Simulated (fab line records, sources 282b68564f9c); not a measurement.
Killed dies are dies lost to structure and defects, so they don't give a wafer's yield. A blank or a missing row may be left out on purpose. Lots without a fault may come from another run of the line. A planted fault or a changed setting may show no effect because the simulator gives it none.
Split-lot experiment | flow rit_cmos | 5 lots, 23 wafers read, on a route of 202 steps

THE SPLIT
At RIT_GATE_DEVELOP_15 (develop time 50 s), the setting develop_time_s was moved away from the recipe's 50 s on 8 of the 23 wafers read, by -8.2% to +5.1%. The other wafers ran this setting at the recipe's value.

FROM THE SPLIT TO THE READING: what the file shows between them, 4 steps
- RIT_GATE_CD_MEAS_16: target cd 150 nm
- RIT_GATE_HARDBAKE_18: time 60 s
- RIT_GATE_ETCH_19: etches poly-Si in SF6/CHF3/O2, stops on SiO2, time 165 s, target depth 312.5 nm
- RIT_GATE_STRIP_20: strips in O2, time 180 s

THE READING
cd_nm, in nm, at RIT_GATE_CD_MEAS_90 (target cd 150 nm). Fault-free wafers of this fab line usually give 151.6 nm, standard deviation 2.5 nm.

wafer  | tool, chamber at the split | develop_time_s as run, s | against the recipe | cd_nm, nm | against lot-mates on the recipe
L078.1 | litho_track-03, 0          | 50                       | recipe             | 154.3     | -
L078.2 | litho_track-03, 0          | 50                       | recipe             | 150.4     | -
L078.5 | litho_track-03, 0          | 50                       | recipe             | 151.9     | -
L079.1 | litho_track-01, 0          | 45.89                    | -8.2%              | 168.2     | +17.6
L079.2 | litho_track-01, 0          | 45.89                    | -8.2%              | 166.6     | +16.0
L079.3 | litho_track-01, 0          | 45.89                    | -8.2%              | 166.8     | +16.2
L079.4 | litho_track-01, 0          | 50                       | recipe             | 149.7     | -
L079.5 | litho_track-01, 0          | 50                       | recipe             | 151.5     | -
L081.1 | litho_track-02, 0          | 50                       | recipe             | 149.0     | -
L081.2 | litho_track-02, 0          | 50                       | recipe             | 149.1     | -
L081.3 | litho_track-02, 0          | 50                       | recipe             | 147.7     | -
L081.5 | litho_track-02, 0          | 50                       | recipe             | 147.3     | -
L081.6 | litho_track-02, 0          | 50                       | recipe             | 145.9     | -
L082.1 | litho_track-03, 0          | 50                       | recipe             | 153.7     | -
L082.3 | litho_track-03, 0          | 46.61                    | -6.8%              | 166.8     | +12.9
L082.4 | litho_track-03, 0          | 50                       | recipe             | 154.1     | -
L082.5 | litho_track-03, 0          | 46.61                    | -6.8%              | 163.3     | +9.4
L082.6 | litho_track-03, 0          | 46.61                    | -6.8%              | 165.5     | +11.6
L085.1 | litho_track-01, 0          | 50                       | recipe             | 152.0     | -
L085.2 | litho_track-01, 0          | 52.53                    | +5.1%              | 143.1     | -10.8
L085.3 | litho_track-01, 0          | 50                       | recipe             | 154.9     | -
L085.4 | litho_track-01, 0          | 52.53                    | +5.1%              | 144.7     | -9.2
L085.6 | litho_track-01, 0          | 50                       | recipe             | 154.7     | -

THE FIT
A straight line over all 23 wafers: cd_nm changes by -1.89 nm for each +1% of develop_time_s; r = -0.95; the points scatter about the line by 2.6 nm.
The same after taking each lot's own level away (the mean of its wafers on the recipe; 23 wafers): -1.9 nm for each +1%; r = -0.98; scatter 1.4 nm.
On that fit, the largest move of develop_time_s shifts the reading by 16 nm.
The lots' own levels span 147.80 to 153.90 nm, that is 2.4 times the standard deviation above.
So the lot-to-lot level changes the slope little: the two slopes agree.
Check: with one of the wafers moved furthest among these (-8.2%) left out of the fit, the line predicts +15 nm for it against its lot-mates. It came out at +17.6 nm against them.

THE WHOLE CHAIN: every reading that the file lists as answering this split, in the file's order
step                | what it does                                                                    | reading                                                                        | change (the file's fit)              | r (the file's)
RIT_GATE_CD_MEAS_16 | target cd 150 nm                                                                | cd_nm                                                                          | -1.85 nm for each +1% of the setting | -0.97
RIT_GATE_ETCH_19    | etches poly-Si in SF6/CHF3/O2, stops on SiO2, time 165 s, target depth 312.5 nm | GATE.cd_nm (the simulator's own value, which no gauge read)                    | -1.86 nm for each +1% of the setting | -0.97
RIT_GATE_CD_MEAS_90 | target cd 150 nm                                                                | cd_nm                                                                          | -1.89 nm for each +1% of the setting | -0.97
RIT_M1_PROBE_99     |                                                                                 | etest.pmos_0p15.r_on_ohm_um (the simulator's own value, which no gauge read)   | -47.7 for each +1% of the setting    | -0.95
RIT_M1_PROBE_99     |                                                                                 | etest.pmos_0p3.r_on_ohm_um (the simulator's own value, which no gauge read)    | -51.6 for each +1% of the setting    | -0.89
RIT_M1_PROBE_99     |                                                                                 | etest.pmos_turned.r_on_ohm_um (the simulator's own value, which no gauge read) | -47.6 for each +1% of the setting    | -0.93
RIT_M1_PROBE_99     |                                                                                 | etest.nmos_0p15.r_on_ohm_um (the simulator's own value, which no gauge read)   | -12.5 for each +1% of the setting    | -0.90
RIT_M1_PROBE_99     |                                                                                 | etest.npoly_line.line_ohm_um (the simulator's own value, which no gauge read)  | +2.7 for each +1% of the setting     | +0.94

THE FILE'S OWN FIT
cd_nm changes by -1.89 nm for each +1% of develop_time_s, r = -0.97.
